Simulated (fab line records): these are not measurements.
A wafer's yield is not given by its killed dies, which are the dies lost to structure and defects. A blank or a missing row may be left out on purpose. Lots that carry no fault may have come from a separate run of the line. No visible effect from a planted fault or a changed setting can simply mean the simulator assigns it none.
Chamber matching -- flow berkeley-cmos170 -- rie-diel-04 running UCB170_ZERO_ETCH_06: 4 sister chambers
The step etches SiO2 in CHF3/CF4/Ar, time 12 s. 4 wafers are shown with their chamber, then 9 later ones without.

WAFERS, EACH WITH ITS CHAMBER
wafer,chamber,drypump-motor-current-A (A)
L871.5,2,5.0
L872.1,1,6.1
L872.2,0,5.7
L872.3,3,5.8

WAFERS WITHOUT THEIR CHAMBER
wafer,drypump-motor-current-A (A)
L877.1,6.1
L877.2,5.8
L877.6,5.1
L878.1,5.7
L878.3,5.1
L878.4,5.8
L881.3,5.7
L881.5,6.1
L881.6,5.7

WHICH CHAMBER EACH WENT THROUGH
wafer,from the rows above,in truth
L877.1,1,1
L877.2,3,3
L877.6,2,2
L878.1,0,0
L878.3,2,2
L878.4,3,3
L881.3,0,0
L881.5,1,1
L881.6,0,0
Placed correctly: 9 of 9. Number that these rows cannot place: 0. Placed wrongly: 0.
How it was worked out, from the rows above alone: a wafer's distance from a chamber is the root of the sum, over the readings, of the square of ((its reading less the chamber's mean) divided by the reading's scatter). The wafer belongs to the nearest chamber; if the next one is less than 2 further off, it can't be placed. The mean given for a chamber averages the wafers shown for that chamber. The scatter: with one shown wafer a chamber, the root of the mean of the squares of how far each hidden wafer lies from its nearest shown one.
